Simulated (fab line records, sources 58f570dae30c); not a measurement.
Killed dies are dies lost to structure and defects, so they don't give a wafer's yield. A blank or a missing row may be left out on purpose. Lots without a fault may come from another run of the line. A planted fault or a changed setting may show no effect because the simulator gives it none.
Which tool did it? | flow berkeley_cmos170 | 14 lots, 42 wafers sampled, at 6 steps of a route of 331

WHAT THE GAUGES READ, wafer by wafer
UCB170_ACTIVE_THK_MEAS_06.
lot  | measured    | on            | ACTIVE_NITRIDE_THK (nm)
L696 | day 3 15:41 | film_metro-04 | 223.4 222.7 223.2
L697 | day 4 09:27 | film_metro-04 | 225.3 226.2 225.0
L698 | day 4 15:05 | film_metro-04 | 223.6 225.8 226.0
L699 | day 4 15:07 | film_metro-02 | 221.6 222.4 221.8
L701 | day 4 22:05 | film_metro-01 | 223.9 223.6 224.6
L700 | day 5 06:40 | film_metro-04 | 227.9 225.8 228.8
L706 | day 6 09:31 | film_metro-01 | 224.2 224.6 225.6
L708 | day 6 09:32 | film_metro-04 | 224.9 225.3 222.8
L707 | day 6 15:38 | film_metro-01 | 223.4 223.8 225.6
L710 | day 6 18:54 | film_metro-04 | 224.9 223.2 223.9
L709 | day 6 18:55 | film_metro-02 | 226.4 224.8 225.1
L711 | day 7 01:34 | film_metro-04 | 225.6 227.0 224.6
L716 | day 8 11:51 | film_metro-04 | 220.7 222.4 222.0
L718 | day 8 20:31 | film_metro-01 | 227.1 225.6 225.8

UCB170_PSD_CD_MEAS_06: target cd 1200 nm.
lot  | measured     | on        | cd_nm (nm)
L696 | day 5 18:38  | cd_sem-02 | 1201.8 1200.3 1201.8
L697 | day 6 18:38  | cd_sem-01 | 1197.6 1198.6 1198.1
L698 | day 7 04:16  | cd_sem-01 | 1198.6 1198.4 1198.6
L699 | day 7 04:11  | cd_sem-01 | 1201.3 1202.4 1203.2
L701 | day 7 04:34  | cd_sem-01 | 1200.5 1201.1 1198.4
L700 | day 7 19:54  | cd_sem-02 | 1201.2 1200.4 1202.5
L706 | day 8 21:20  | cd_sem-01 | 1200.8 1198.7 1199.6
L708 | day 8 21:37  | cd_sem-02 | 1199.0 1200.4 1200.2
L707 | day 9 08:16  | cd_sem-01 | 1200.6 1200.2 1200.0
L710 | day 9 08:16  | cd_sem-02 | 1197.1 1198.9 1198.0
L709 | day 9 08:25  | cd_sem-02 | 1197.7 1196.4 1196.4
L711 | day 9 14:10  | cd_sem-02 | 1202.8 1201.2 1201.1
L716 | day 10 21:59 | cd_sem-01 | 1200.4 1201.8 1200.4
L718 | day 11 09:12 | cd_sem-02 | 1199.7 1199.3 1199.2

UCB170_V2_BOW_MEAS_03.
lot  | measured     | on            | V2_BOW (um)
L696 | day 6 17:28  | film_metro-02 | 32 36 42
L697 | day 7 19:16  | film_metro-01 | 32 29 23
L698 | day 8 02:40  | film_metro-03 | 46 42 62
L699 | day 8 02:29  | film_metro-02 | 37 37 28
L701 | day 8 05:02  | film_metro-02 | 26 43 38
L700 | day 8 19:11  | film_metro-03 | 30 46 47
L706 | day 9 21:12  | film_metro-01 | 36 21 32
L708 | day 9 21:41  | film_metro-02 | 31 43 34
L707 | day 10 13:33 | film_metro-02 | 45 35 45
L710 | day 10 14:07 | film_metro-01 | 31 30 32
L709 | day 10 14:34 | film_metro-01 | 26 34 42
L711 | day 10 14:35 | film_metro-03 | 46 37 30
L716 | day 11 17:26 | film_metro-03 | 35 34 48
L718 | day 12 08:46 | film_metro-01 | 45 30 38

UCB170_M3_CD_MEAS_90: target cd 700 nm.
lot  | measured     | on        | cd_nm (nm)
L696 | day 6 22:22  | cd_sem-02 | 704 701 701
L697 | day 8 01:25  | cd_sem-01 | 701 698 696
L698 | day 8 07:38  | cd_sem-02 | 699 701 704
L699 | day 8 07:49  | cd_sem-02 | 705 706 702
L701 | day 8 10:05  | cd_sem-02 | 705 705 708
L700 | day 9 00:44  | cd_sem-02 | 708 710 707
L706 | day 10 01:51 | cd_sem-01 | 725 725 726
L708 | day 10 02:41 | cd_sem-01 | 701 694 693
L707 | day 10 18:42 | cd_sem-02 | 700 692 693
L710 | day 10 19:17 | cd_sem-01 | 699 695 696
L709 | day 10 20:17 | cd_sem-02 | 703 722 705
L711 | day 10 20:33 | cd_sem-02 | 690 690 699
L716 | day 11 22:02 | cd_sem-01 | 699 694 697
L718 | day 12 13:59 | cd_sem-01 | 698 704 702

WHICH TOOL RAN EACH LOT (tool, then ch and the chambers of the sampled wafers, then the start)
lot  | UCB170_M3_METAL_ETCH_18           | UCB170_M3_STRIP_19
L696 | rie_metal-01 ch 0,1, day 6 22:03  | plasma_asher-03 ch 0,1, day 6 22:14
L697 | rie_metal-02 ch 0,1, day 8 01:07  | plasma_asher-03 ch 0,1, day 8 01:19
L698 | rie_metal-01 ch 0,1, day 8 07:21  | plasma_asher-01 ch 0,1, day 8 07:32
L699 | rie_metal-03 ch 1, day 8 07:25    | plasma_asher-03 ch 0,1, day 8 07:38
L701 | rie_metal-02 ch 0,1, day 8 09:47  | plasma_asher-03 ch 0,1, day 8 09:58
L700 | rie_metal-02 ch 0,1, day 9 00:28  | plasma_asher-02 ch 0,1, day 9 00:38
L706 | rie_metal-02 ch 0, day 10 01:25   | plasma_asher-03 ch 0,1, day 10 01:44
L708 | rie_metal-03 ch 0,1, day 10 02:25 | plasma_asher-02 ch 0,1, day 10 02:34
L707 | rie_metal-03 ch 0,1, day 10 18:22 | plasma_asher-01 ch 0,1, day 10 18:34
L710 | rie_metal-01 ch 0,1, day 10 18:59 | plasma_asher-02 ch 0,1, day 10 19:10
L709 | rie_metal-02 ch 0,1, day 10 20:02 | plasma_asher-03 ch 0,1, day 10 20:11
L711 | rie_metal-03 ch 0,1, day 10 20:14 | plasma_asher-02 ch 0,1, day 10 20:26
L716 | rie_metal-01 ch 0,1, day 11 21:46 | plasma_asher-03 ch 0,1, day 11 21:55
L718 | rie_metal-03 ch 0,1, day 12 13:42 | plasma_asher-02 ch 0,1, day 12 13:53
- UCB170_M3_METAL_ETCH_18: etches Al in Cl2/BCl3, stops on SiO2, target depth 1170 nm, time 195 s.
- UCB170_M3_STRIP_19: strips in O2.

WHAT THE TOOLS THEMSELVES READ (means of the sampled wafers that have a number; where no wafer has one, the mark that the record gives instead)
UCB170_M3_METAL_ETCH_18.
lot  | tool         | drypump_motor_current_A (A) | oes_product_au (a.u.) | rf_fwd_power_W (W) | throttle_valve_pct (%)
L696 | rie_metal-01 | 5.5                         | 0.857                 | 598.5              | 24.3
L697 | rie_metal-02 | 5.5                         | 0.857                 | 597.4              | 24.4
L698 | rie_metal-01 | 5.3                         | 0.850                 | 598.4              | 24.0
L699 | rie_metal-03 | 5.8                         | 0.874                 | 596.3              | 24.2
L701 | rie_metal-02 | 5.2                         | 0.871                 | 597.9              | 24.7
L700 | rie_metal-02 | 5.2                         | 0.873                 | 598.5              | 24.7
L706 | rie_metal-02 | 4.9                         | 0.804                 | 360.7              | 24.9
L708 | rie_metal-03 | 5.3                         | 0.861                 | 597.7              | 24.4
L707 | rie_metal-03 | 5.3                         | 0.867                 | 597.8              | 24.4
L710 | rie_metal-01 | 5.5                         | 0.863                 | 594.5              | 24.3
L709 | rie_metal-02 | 5.5                         | 0.847                 | 516.9              | 24.5
L711 | rie_metal-03 | 5.3                         | 0.865                 | 598.6              | 24.4
L716 | rie_metal-01 | 5.5                         | 0.857                 | 597.4              | 24.3
L718 | rie_metal-03 | 5.6                         | 0.868                 | 597.8              | 24.3

UCB170_M3_STRIP_19.
lot  | tool            | drypump_motor_current_A (A) | oes_product_au (a.u.)
L696 | plasma_asher-03 | 6.0                         | 0.557
L697 | plasma_asher-03 | 6.0                         | 0.519
L698 | plasma_asher-01 | 5.4                         | 0.559
L699 | plasma_asher-03 | 6.1                         | 0.572
L701 | plasma_asher-03 | 6.1                         | 0.532
L700 | plasma_asher-02 | 5.7                         | 0.530
L706 | plasma_asher-03 | 6.1                         | 0.723
L708 | plasma_asher-02 | 6.0                         | 0.545
L707 | plasma_asher-01 | 5.5                         | 0.538
L710 | plasma_asher-02 | 6.0                         | 0.552
L709 | plasma_asher-03 | 6.1                         | 0.605
L711 | plasma_asher-02 | 5.7                         | 0.541
L716 | plasma_asher-03 | 6.1                         | 0.545
L718 | plasma_asher-02 | 6.0                         | 0.554

THE ANSWER, worked out from the rows above alone
Rule: what is usual is taken from the lots themselves. Put in order of their means at a reading, lots are off if they are a third of the lots or fewer, leave a main group of 4 or more, and stand apart from it by a gap of 3 or more times the standard deviation of the main group's means; of several such gaps the widest counts. A main group whose means are all the same, to the digits that the tables above print for the reading, isn't used. A lot without any number at a reading at which 4 lots or more have one is off too. The other lots that the step has rows for count as sound. The gauges are gone through in route order, then the tools' own readings, and for those a lot's mean is taken as printed above. The first step at which some lot is off is used, and at that step the reading that is off furthest; a lot without a number counts as furthest.
Off: L706, L709, at UCB170_M3_METAL_ETCH_18 (rf_fwd_power_W). The main group: mean 597.6 W, standard deviation 1.1.
A tool fits if, at that step or a process step before it, it ran every lot that is off, and no sound lot after the first of them. One fits: rie_metal-02 at UCB170_M3_METAL_ETCH_18. Its last sound lot is L700 (day 9 00:28), its first lot that is off L706 (day 10 01:25): a fault that began between those two fits.
The tool's own readings at UCB170_M3_METAL_ETCH_18 bear it out: on the lots that are off they differ by more than 5 times the standard deviation of the sound lots' means. oes_product_au reads 0.826 a.u. there against 0.864 a.u. on the sound lots; rf_fwd_power_W reads 438.8 W there against 597.6 W on the sound lots.

WHAT THE SIMULATOR HAD PUT IN
Process parameter drift: rie_metal-02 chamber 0, from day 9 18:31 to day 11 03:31, at UCB170_M3_METAL_ETCH_18. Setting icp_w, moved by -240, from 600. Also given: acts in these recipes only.
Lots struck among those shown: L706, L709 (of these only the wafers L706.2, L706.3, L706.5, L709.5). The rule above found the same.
